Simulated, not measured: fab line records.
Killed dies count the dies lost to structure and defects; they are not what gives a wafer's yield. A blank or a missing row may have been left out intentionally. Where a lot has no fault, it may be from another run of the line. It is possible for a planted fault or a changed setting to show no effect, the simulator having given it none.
Which tool is to blame? | flow berkeley cmos170 | 7 lots, 21 wafers sampled, at 2 steps of a route of 331

== WHAT THE GAUGES SHOWED, per wafer ==
UCB170_ACTIVE_THK_MEAS_06.
lot  | measured    | on            | ACTIVE_NITRIDE_THK (nm)
L614 | day 4 11:33 | film metro-02 | 219.8 219.0 219.2
L619 | day 5 17:09 | film metro-04 | 221.3 220.8 223.3
L626 | day 6 20:14 | film metro-01 | 220.2 220.5 219.5
L628 | day 7 04:24 | film metro-04 | 301.9 300.0 300.1
L631 | day 7 13:35 | film metro-02 | 221.7 220.4 219.7
L633 | day 8 08:32 | film metro-02 | 220.1 219.7 219.6
L635 | day 8 20:47 | film metro-04 | 219.2 220.1 218.8

== EACH LOT AND THE TOOL THAT RAN IT (in order: tool; ch and the chambers of the sampled wafers; start) ==
lot  | UCB170_ACTIVE_CVD_05
L614 | lpcvd-01 ch 0, day 4 09:37
L619 | lpcvd-02 ch 0, day 5 15:13
L626 | lpcvd-01 ch 0, day 6 18:17
L628 | lpcvd-02 ch 1, day 7 02:29
L631 | lpcvd-02 ch 0, day 7 11:40
L633 | lpcvd-01 ch 1, day 8 06:35
L635 | lpcvd-01 ch 1, day 8 18:50
- UCB170_ACTIVE_CVD_05: deposits Si3N4 from SiH2Cl2/NH3, target thk 220 nm, time 3300 s.

== THE ANSWER, worked out from the rows above alone ==
Rule: the usual values come from the lots themselves. The widest of any qualifying gaps counts: lots, ordered by their means at a reading, are off when they make up no more than a third of the lots, leave a main group of 4 or more, and stand apart from it by 3 or more times the standard deviation of that group's means. Not used: any main group whose means are identical at the precision the tables above print for the reading. A lot without any number at a reading at which 4 lots or more have one is off too. Where the step has rows for the other lots, those lots are counted as sound.
Off: at UCB170_ACTIVE_THK_MEAS_06 (ACTIVE_NITRIDE_THK), L628. The main group has a mean of 220.2 nm with a standard deviation of 0.85.
A tool fits if, at a process step before that reading, it ran every lot that is off, and no sound lot after the first of them. Those tools and the gauges at UCB170_ACTIVE_THK_MEAS_06 are tried in the same way. No candidate that was tried fits.

== WHAT THE SIMULATOR PUT IN ==
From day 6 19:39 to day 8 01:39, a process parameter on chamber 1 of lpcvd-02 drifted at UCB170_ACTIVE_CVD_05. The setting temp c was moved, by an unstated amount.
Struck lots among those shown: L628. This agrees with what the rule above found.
